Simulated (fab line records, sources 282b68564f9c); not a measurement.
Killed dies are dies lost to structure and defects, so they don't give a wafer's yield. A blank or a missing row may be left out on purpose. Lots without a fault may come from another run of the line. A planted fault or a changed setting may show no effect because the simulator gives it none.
Problem report in the 8D (eight disciplines) form, filled by code | flow rit_cmos | the parts of the form that need people (team, actions taken, sign-off) are left out

1. THE PROBLEM
SPACER_NITRIDE_THK at RIT_SPACER_THK_MEAS_04 reads a mean of 287.5 nm on 6 wafers of 2 lots; wafers without a fault read 251.0 nm with a standard deviation of 2.4. That is +15 standard deviations from the usual mean.
First seen on wafer L898.1, day 3 17:13, on film_metro-04. The record holds 42 wafers of 14 lots with a number at this step. Rule for "out", or "out of limits": more than 4 standard deviations from the usual mean. The other wafers with a number count as sound.

2. WHAT IT IS AND WHAT IT IS NOT
question                    | is                     | is not
which readings at this step | SPACER_NITRIDE_THK     | -
which lots                  | L898, L901             | L894, L895, L897, L900, L909, L911, L912, L913, L914, L915, L916, L917
which wafers of those lots  | all that have a number | -
read on which gauges        | film_metro-04          | film_metro-02, film_metro-03
when                        | from day 3 17:13       | up to then (9 sound wafers); but 27 sound wafers of L900, L909, L911, L912, L913, L914, L915, L916, L917 came after

3. SUSPECTS, AND WHAT RULES EACH OUT
Counting: a tool at a process step up to the reading stays a suspect if it ran every lot that is out and no sound lot after the first of them.
- the gauge at RIT_SPACER_THK_MEAS_04: ruled out. All the wafers that are out were read on film_metro-04, but those of them that RIT_SPACER_CVD_03 has rows for are out there too, on other tools.
- lpcvd-02 at RIT_SPACER_CVD_03 (deposits Si3N4 from SiH2Cl2/NH3, target thk 250 nm, time 3300 s): ruled out as a lasting fault. Sound lots L915, L916, L917 ran on it after its first lot that is out, L898 (day 3 15:18).
Left after counting: nothing in the record.

4. THE CAUSE (what the simulator had put in)
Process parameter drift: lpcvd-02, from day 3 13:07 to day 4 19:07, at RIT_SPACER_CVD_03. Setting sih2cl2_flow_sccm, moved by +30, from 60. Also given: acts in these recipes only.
Counting ruled it out, wrongly: the rule takes a fault to strike every lot that its tool runs from its start on, and this one did not.

5. THE CHAIN OF EFFECTS, in route order
Each row: a reading whose mean over the struck wafers that have a number lies more than 3 standard deviations from the usual. Only readings for which the record gives a usual standard deviation are gone through. hours: the time from each lot's start at the first step in this table that gives one to its start at this step, as a median over the lots. sigmas: the change in usual standard deviations.
hours | step                   | reading            | usual      | on struck wafers | change | sigmas
0     | RIT_SPACER_CVD_03      | sih2cl2_flow_sccm  | 60.02 sccm | 89.89            | +29.87 | +99 or more
2     | RIT_SPACER_THK_MEAS_04 | SPACER_NITRIDE_THK | 251.0 nm   | 287.5            | +36.5  | +15
2     | RIT_SPACER_ETCHBACK_05 | oes_product_au     | 0.842 a.u. | 0.927            | +0.085 | +7.1
The process steps in it:
- RIT_SPACER_CVD_03: deposits Si3N4 from SiH2Cl2/NH3, target thk 250 nm, time 3300 s.
- RIT_SPACER_ETCHBACK_05: etches Si3N4 in SF6/CHF3, stops on SiO2, target depth 250 nm, time 240 s.

6. WHAT WOULD HAVE CAUGHT IT SOONER
In this record the first reading out of limits at a measuring or inspecting step was taken at day 3 17:13, 4 hours after the fault began at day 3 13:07.
The tool's own readings at RIT_SPACER_CVD_03 were out on every struck wafer that the step has a row for (sih2cl2_flow_sccm): an alarm limit on them would have fired on the first of those.
